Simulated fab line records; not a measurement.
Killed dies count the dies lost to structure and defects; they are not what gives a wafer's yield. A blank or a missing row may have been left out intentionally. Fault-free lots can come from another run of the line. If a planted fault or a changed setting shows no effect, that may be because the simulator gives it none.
A single fault, viewed from 2 desks    flow berkeley-cmos170    every desk sees just its own numbers, and what lay behind them comes last

## DESK OF THE TOOL OWNER: rie-metal-01
The tool's own readings at UCB170_M3_METAL_ETCH_18 (etches Al in Cl2/BCl3, stops on SiO2, target depth 1170 nm, time 195 s): means of the sampled wafers that have a number, for each lot that ran on this tool. If a lot's mean is further than 4 standard deviations from the usual mean, the lot is out of limits and carries the mark OUT (the distance appears in the brackets).
Columns: A = bcl3-flow-sccm at UCB170_M3_METAL_ETCH_18, usual 45.00 sccm; B = bias-w at UCB170_M3_METAL_ETCH_18, usual 120.0 W; C = drypump-motor-current-A at UCB170_M3_METAL_ETCH_18, usual 5.68 A; D = oes-product-au at UCB170_M3_METAL_ETCH_18, usual 0.864 a.u.; E = throttle-valve-pct at UCB170_M3_METAL_ETCH_18, usual 24.6 %
lot   first seen here  A      B                        C     D      E
L743  day 8 19:20      45.00  120.4                    6.11  0.871  24.9
L746  day 10 01:39     44.97  119.8                    5.84  0.870  24.4
L752  day 11 14:49     44.98  120.1                    5.97  0.867  24.6
L754  day 12 05:09     44.94  186.0 (+99 or more) OUT  5.83  0.867  24.4
L758  day 12 13:20     44.99  185.8 (+99 or more) OUT  6.08  0.870  24.9
This desk's verdict: out of limits on L754, L758, starting with L754 at day 12 05:09 (bias-w at UCB170_M3_METAL_ETCH_18). L743, L746, L752: within limits.

## AT THE METROLOGY DESK
Lot by lot, what the gauges showed, no matter which tool ran the lot: averages of those sampled wafers that carry a number. If a lot's mean is further than 4 standard deviations from the usual mean, the lot is out of limits and carries the mark OUT (the distance appears in the brackets).
Columns: A = M3_BOW at UCB170_M3_BOW_MEAS_20, usual 35 um
lot   first seen here  A
L742  day 8 10:38      40
L740  day 8 11:02      34
L741  day 8 15:48      31
L743  day 8 19:45      23
L744  day 9 12:32      40
L748  day 10 01:40     37
L746  day 10 02:03     33
L752  day 11 15:14     38
L755  day 12 04:31     36
L754  day 12 05:34     38
L758  day 12 13:46     28
L760  day 12 23:26     39
L761  day 13 23:55     34
L762  day 13 23:56     30
Finding of this desk: none of the 14 lots has anything out of limits.

## TAKEN TOGETHER
On L754, L758, at day 12 05:09, an alarm was possible from the tool owner's desk.
Nothing out of limits was seen by the metrology desk.
The metrology desk holds a record of L754, L758, inside its limits.
UCB170_M3_METAL_ETCH_18 was run on rie-metal-01 by each of the lots named.

## WHAT THE SIMULATOR HAD PUT IN
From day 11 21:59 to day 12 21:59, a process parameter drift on rie-metal-01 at UCB170_M3_METAL_ETCH_18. The setting bias-w was moved by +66, starting from 120. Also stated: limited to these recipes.
Struck lots among those shown: L754, L758.
How many hours passed from the start of the fault until each desk's first out-of-limits reading: the tool owner's desk, 7.
